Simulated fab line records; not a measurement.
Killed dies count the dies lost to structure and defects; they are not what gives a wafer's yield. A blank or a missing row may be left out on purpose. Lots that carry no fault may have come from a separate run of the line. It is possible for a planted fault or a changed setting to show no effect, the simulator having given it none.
Problem report, 8D (eight disciplines) form, completed by code :: flow ritCmos :: the parts of the form that need people (team, actions taken, sign-off) are left out

== 1. WHAT IS WRONG ==
CONTACT_TEOS_THK at RIT_CONTACT_THK_MEAS_01 reads a mean of 553 nm on 1 wafer of 1 lot; wafers without a fault read 401 nm with a standard deviation of 4.5. That is +34 standard deviations from the usual mean.
Earliest sighting: wafer L495.5 on filmMetro-01 at day 6 20:43. At this step, 39 wafers from 13 lots have a number in the record. Rule for "out", or "out of limits": more than 4 standard deviations from the usual mean. The rest of the wafers with a number are treated as sound.

== 2. WHAT IT IS, WHAT IT ISN'T ==
question: which readings at this step
is: CONTACT_TEOS_THK
is not: -

question: which lots
is: L495
is not: L480, L481, L482, L483, L484, L485, L486, L491, L496, L497, L499, L500

question: which wafers of those lots
is: L495.5
is not: L495.2, L495.6

question: read on which gauges
is: filmMetro-01
is not: filmMetro-02, filmMetro-03

question: when
is: from day 6 20:43
is not: up to then (26 sound wafers); but 12 sound wafers of L496, L497, L499, L500 came after

== 3. THE SUSPECTS, EACH WITH WHAT RULES IT OUT ==
Counting: any tool at a process step up to the reading remains a suspect provided it ran every lot that is out. Sound lots after the first of them don't rule it out here, since some wafers of a struck lot are sound.
- the gauge at RIT_CONTACT_THK_MEAS_01 has been ruled out. All the wafers that are out were read on filmMetro-01, but those of them that RIT_CONTACT_CVD_00 has rows for are out there too, on other tools.
- pecvd-01 at RIT_CONTACT_CVD_00 (deposits SiO2 from TEOS, target thk 400 nm, time 61 s): kept. It ran the lot that is out, L495 (day 6 20:39); its last sound lot up to then is L486 (day 4 23:41). Out on those wafers are its own readings of runLengthS.
- At RIT_CONTACT_CVD_00 on pecvd-01, chamber 1 took the sound wafers of the same lots and chamber 0 took the wafers that are out.
The count leaves pecvd-01 at RIT_CONTACT_CVD_00.

== 4. THE CAUSE (what the simulator had put in) ==
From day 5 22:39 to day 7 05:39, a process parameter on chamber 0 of pecvd-01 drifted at RIT_CONTACT_CVD_00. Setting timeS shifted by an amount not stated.
After counting, this tool was the only one left.

== 5. SEQUENCE OF EFFECTS, ordered by route ==
One row per reading whose mean, taken over the struck wafers that have a number, lies over 3 standard deviations from the usual. Scope: only readings with a usual standard deviation given in the record; hours: median across lots of the time from each lot's start at the first step in this table that gives one to its start at this step; sigmas: change in usual standard deviations.
hours: 0
step: RIT_CONTACT_CVD_00
reading: runLengthS
usual: 89.0 s
on struck wafers: 111.3
change: +22.3
sigmas: +38

hours: 0
step: RIT_CONTACT_THK_MEAS_01
reading: CONTACT_TEOS_THK
usual: 401 nm
on struck wafers: 553
change: +152
sigmas: +34
Here are the process steps it includes:
- RIT_CONTACT_CVD_00: deposits SiO2 from TEOS, target thk 400 nm, time 61 s.

== 6. WHAT WOULD HAVE CAUGHT IT SOONER ==
22 hours passed between the start of the fault at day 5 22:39 and the first reading out of limits at a measuring or inspecting step in this record, taken at day 6 20:43.
The tool's own readings at RIT_CONTACT_CVD_00 were out on every struck wafer that the step has a row for (runLengthS): an alarm limit on them would have fired on the first of those.
By day 6 20:43 the whole set of lots that are out, 1 in number, had already begun RIT_CONTACT_CVD_00 on pecvd-01. Holding the tool at that point would not have protected any of them.
